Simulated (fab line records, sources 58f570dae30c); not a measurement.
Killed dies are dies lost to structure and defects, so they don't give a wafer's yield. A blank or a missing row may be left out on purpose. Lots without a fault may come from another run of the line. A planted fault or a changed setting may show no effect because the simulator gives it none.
Which tool did it? | flow berkeley_cmos170 | 13 lots, 37 wafers sampled, at 6 steps of a route of 331

WHAT THE GAUGES READ, wafer by wafer
UCB170_PFIELD_OVL_MEAS_06. Usual: PFIELD_OVL 1 nm, standard deviation 4.7.
lot  | measured    | on         | PFIELD_OVL (nm) | flag
L790 | day 4 08:31 | overlay-01 | 4 11 4          |
L794 | day 5 04:12 | overlay-01 | 1 4 6           |
L795 | day 5 09:31 | overlay-01 | 4 1 -2          |
L797 | day 6 02:51 | overlay-01 | -7 -3 5         |
L798 | day 6 03:06 | overlay-02 | 4 1 5           |
L802 | day 6 09:10 | overlay-01 | 3 -8 1          |
L799 | day 6 09:26 | overlay-02 | -1 0 2          |
L801 | day 6 09:59 | overlay-01 | 4 -4 -2         |
L804 | day 7 16:23 | overlay-01 | 5               |
L808 | day 8 04:11 | overlay-02 | -1 -3 -9        |
L809 | day 8 08:01 | overlay-02 | 2 5 -1          |
L811 | day 8 18:28 | overlay-02 | 2 8 2           |
L813 | day 9 09:23 | overlay-02 | -5 -13 -7       |

UCB170_NSD_CD_MEAS_06: target cd 1200 nm. Usual: cd_nm 1199.9 nm, standard deviation 1.5.
lot  | measured     | on        | cd_nm (nm)           | flag
L790 | day 6 13:09  | cd_sem-01 | 1197.8 1197.2 1198.8 |
L794 | day 7 16:04  | cd_sem-02 | 1199.8 1199.2 1198.7 |
L795 | day 7 16:42  | cd_sem-01 | 1199.5 1199.8 1200.4 |
L797 | day 8 10:50  | cd_sem-01 | 1200.4 1198.2 1199.9 |
L798 | day 8 11:18  | cd_sem-01 | 1201.5 1201.6 1202.7 |
L802 | day 8 21:32  | cd_sem-01 | 1199.8 1199.9 1199.3 |
L799 | day 8 21:05  | cd_sem-01 | 1199.9 1200.8 1200.2 |
L801 | day 8 22:05  | cd_sem-01 | 1202.6 1201.0 1201.2 |
L804 | day 10 03:08 | cd_sem-02 | 1200.2               |
L808 | day 10 13:08 | cd_sem-01 | 1199.5 1199.2 1198.3 |
L809 | day 11 01:34 | cd_sem-02 | 1198.6 1199.9 1199.8 |
L811 | day 11 10:01 | cd_sem-02 | 1203.8 1202.8 1201.7 |
L813 | day 11 20:06 | cd_sem-02 | 1199.9 1198.9 1198.6 |

UCB170_SILICIDE_RS_MEAS_02: measures by four-point-probe. Usual: SILICIDE_TI_RS 26.2 ohm/sq, standard deviation 0.36.
lot  | measured     | on            | SILICIDE_TI_RS (ohm/sq) | flag
L790 | day 6 16:36  | film_metro-03 | 26.6 26.1 26.7          |
L794 | day 7 18:20  | film_metro-04 | 25.9 25.8 25.8          |
L795 | day 7 18:47  | film_metro-03 | 26.3 26.1 26.0          |
L797 | day 8 13:11  | film_metro-04 | 26.5 25.9 26.6          |
L798 | day 8 13:49  | film_metro-03 | 26.3 26.0 26.1          |
L802 | day 8 23:37  | film_metro-04 | 26.4 26.1 25.9          |
L799 | day 8 23:20  | film_metro-04 | 26.4 26.5 25.9          |
L801 | day 9 00:10  | film_metro-03 | 26.3 25.8 26.4          |
L804 | day 10 05:52 | film_metro-04 | 16.9 17.0               | OFF
L808 | day 10 16:59 | film_metro-03 | 26.0 26.1 26.0          |
L809 | day 11 03:38 | film_metro-04 | 26.3 26.4 26.6          |
L811 | day 11 12:05 | film_metro-04 | 26.4 25.9 26.4          |
L813 | day 11 23:01 | film_metro-03 | 26.0 26.0 25.5          |

UCB170_SILICIDE_THK_MEAS_03: measures by xrf. Usual: SILICIDE_TI_THK 29.4 nm, standard deviation 0.44.
lot  | measured     | on            | SILICIDE_TI_THK (nm) | flag
L790 | day 6 16:43  | film_metro-03 | 29.3 29.8 29.1       |
L794 | day 7 18:27  | film_metro-04 | 29.4 29.6 29.7       |
L795 | day 7 18:54  | film_metro-03 | 29.5 29.6 29.8       |
L797 | day 8 13:17  | film_metro-04 | 28.7 29.4 28.6       |
L798 | day 8 13:55  | film_metro-03 | 29.6 29.8 29.8       |
L802 | day 8 23:43  | film_metro-04 | 29.1 29.2 29.4       |
L799 | day 8 23:28  | film_metro-04 | 28.8 28.9 29.1       |
L801 | day 9 00:17  | film_metro-03 | 29.5 30.0 29.5       |
L804 | day 10 07:58 | film_metro-04 | 42.8 43.1            | OFF
L808 | day 10 17:06 | film_metro-03 | 29.9 30.0 29.8       |
L809 | day 11 03:46 | film_metro-04 | 29.0 29.1 28.9       |
L811 | day 11 12:11 | film_metro-04 | 29.0 29.3 29.1       |
L813 | day 11 23:07 | film_metro-03 | 29.8 29.8 30.3       |

UCB170_M1_OVL_MEAS_10. Usual: M1_OVL -3 nm, standard deviation 4.8.
lot  | measured     | on         | M1_OVL (nm) | flag
L790 | day 7 00:10  | overlay-02 | -6 -3 -4    |
L794 | day 8 01:07  | overlay-01 | 5 -2 -4     |
L795 | day 8 02:04  | overlay-02 | 2 -5 -6     |
L797 | day 8 19:22  | overlay-02 | -7 -3 1     |
L798 | day 8 20:28  | overlay-01 | 0 -1 -1     |
L802 | day 9 07:56  | overlay-02 | 0 0 -3      |
L799 | day 9 05:37  | overlay-02 | -16 -6 -16  |
L801 | day 9 08:07  | overlay-01 | -6 -1 -4    |
L804 | day 10 22:06 | overlay-01 | 5           |
L808 | day 11 01:04 | overlay-01 | -1 -1 4     |
L809 | day 11 09:52 | overlay-02 | 3 1 1       |
L811 | day 11 19:52 | overlay-02 | 1 6 2       |
L813 | day 12 05:53 | overlay-01 | -4 -3 -12   |

WHICH TOOL RAN EACH LOT (tool, then ch and the chambers of the sampled wafers, then the start)
lot  | UCB170_SILICIDE_SPUTTER_01
L790 | pvd_sputter-01, day 6 16:34
L794 | pvd_sputter-02, day 7 18:18
L795 | pvd_sputter-03, day 7 18:45
L797 | pvd_sputter-01, day 8 13:07
L798 | pvd_sputter-03, day 8 13:44
L802 | pvd_sputter-01, day 8 23:32
L799 | pvd_sputter-02, day 8 23:19
L801 | pvd_sputter-01, day 9 00:08
L804 | pvd_sputter-02, day 10 05:47
L808 | pvd_sputter-03, day 10 16:57
L809 | pvd_sputter-03, day 11 03:37
L811 | pvd_sputter-03, day 11 12:01
L813 | pvd_sputter-01, day 11 22:58
- UCB170_SILICIDE_SPUTTER_01: material Ti, target thk 30 nm, time 25 s.

WHAT THE TOOLS THEMSELVES READ (means of the sampled wafers that have a number; where no wafer has one, the mark that the record gives instead)
UCB170_SILICIDE_SPUTTER_01. Usual: throttle_valve_pct 30.3 %, standard deviation 0.79.
lot  | tool           | throttle_valve_pct (%) | flag
L790 | pvd_sputter-01 | 31.4                   |
L794 | pvd_sputter-02 | 30.2                   |
L795 | pvd_sputter-03 | 29.6                   |
L797 | pvd_sputter-01 | 31.2                   |
L798 | pvd_sputter-03 | 29.9                   |
L802 | pvd_sputter-01 | 31.1                   |
L799 | pvd_sputter-02 | 29.9                   |
L801 | pvd_sputter-01 | 31.3                   |
L804 | pvd_sputter-02 | 29.9                   |
L808 | pvd_sputter-03 | 29.4                   |
L809 | pvd_sputter-03 | 29.3                   |
L811 | pvd_sputter-03 | 29.6                   |
L813 | pvd_sputter-01 | 31.2                   |

THE ANSWER, worked out from the rows above alone
Rule: a lot is off if the mean of its wafers that have a number lies more than 3 standard deviations from the usual mean. A lot without any number at a reading at which 4 lots or more have one is off too. The other lots that the step has rows for count as sound. The gauges are gone through in route order, then the tools' own readings, and for those a lot's mean is taken as printed above. The first step at which some lot is off is used, and at that step the reading that is off furthest; a lot without a number counts as furthest.
Off: L804, at UCB170_SILICIDE_RS_MEAS_02 (SILICIDE_TI_RS).
A tool fits if, at a process step before that reading, it ran every lot that is off, and no sound lot after the first of them. The gauges at UCB170_SILICIDE_RS_MEAS_02 are tried like those tools. One fits: pvd_sputter-02 at UCB170_SILICIDE_SPUTTER_01. Its last sound lot is L799 (day 8 23:19), its first lot that is off L804 (day 10 05:47): a fault that began between those two fits.

WHAT THE SIMULATOR HAD PUT IN
Process parameter drift: pvd_sputter-02, from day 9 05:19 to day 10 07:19, at UCB170_SILICIDE_SPUTTER_01. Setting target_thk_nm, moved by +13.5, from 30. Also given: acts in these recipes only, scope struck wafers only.
Lots struck among those shown: L804. The rule above found the same.
